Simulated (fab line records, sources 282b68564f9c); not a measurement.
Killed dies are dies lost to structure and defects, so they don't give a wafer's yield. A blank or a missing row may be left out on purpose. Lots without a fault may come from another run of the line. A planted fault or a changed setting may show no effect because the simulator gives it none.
One fault seen from 2 desks | flow rit_cmos | each desk has only its own numbers; what lay behind them comes last

THE TOOL OWNER'S DESK: wet_bench-01
The tool's own readings at RIT_M1_STRIP_13 (strips in nmp, time 600 s): means of the sampled wafers that have a number, for each lot that ran on this tool. A lot is out of limits, marked OUT, if its mean lies more than 4 standard deviations from the usual mean; the brackets give that distance.
Columns: A = bath_guard_temp_C at RIT_M1_STRIP_13, usual 80.3 C
lot  | first seen here | A
L961 | day 3 21:16     | 80.4
L965 | day 4 19:24     | 80.3
L966 | day 4 22:53     | 80.4
L968 | day 5 10:34     | 80.3
L969 | day 5 15:59     | 80.0
L972 | day 6 10:01     | 80.3
This desk's finding: nothing out of limits on any of the 6 lots.

THE METROLOGY DESK
What the gauges read, lot by lot, whatever tool the lot ran on: means of the sampled wafers that have a number. A lot is out of limits, marked OUT, if its mean lies more than 4 standard deviations from the usual mean; the brackets give that distance.
Columns: A = GATE_OVL at RIT_GATE_OVL_MEAS_17, usual -0.6 nm; B = cd_nm at RIT_M1_CD_MEAS_09, usual 2599.7 nm
lot  | first seen here | A    | B
L959 | day 2 16:15     | -0.9 | 2601.8
L960 | day 2 20:21     | -1.6 | 2602.3
L961 | day 3 01:42     | -2.9 | 2599.7
L964 | day 3 17:34     | -1.5 | 2599.9
L965 | day 3 23:20     | 1.4  | 2597.8
L966 | day 4 04:19     | 1.6  | 2599.9
L967 | day 4 06:04     | 1.8  | 2604.3
L968 | day 4 16:14     | 1.1  | 2596.6
L969 | day 4 20:25     | 0.0  | 2598.8
L971 | day 5 04:52     | -1.7 | 2600.0
L972 | day 5 16:31     | -0.2 | 2598.0
L977 | day 7 00:36     | -0.1 | 2599.8
L978 | day 7 03:39     | -0.6 | 2601.1
L980 | day 7 19:21     | -0.6 | 2598.8
L982 | day 7 22:35     | -1.5 | 2597.8
This desk's finding: nothing out of limits on any of the 15 lots.

PUT TOGETHER
The tool owner's desk saw nothing out of limits.
The metrology desk saw nothing out of limits.

WHAT THE SIMULATOR HAD PUT IN
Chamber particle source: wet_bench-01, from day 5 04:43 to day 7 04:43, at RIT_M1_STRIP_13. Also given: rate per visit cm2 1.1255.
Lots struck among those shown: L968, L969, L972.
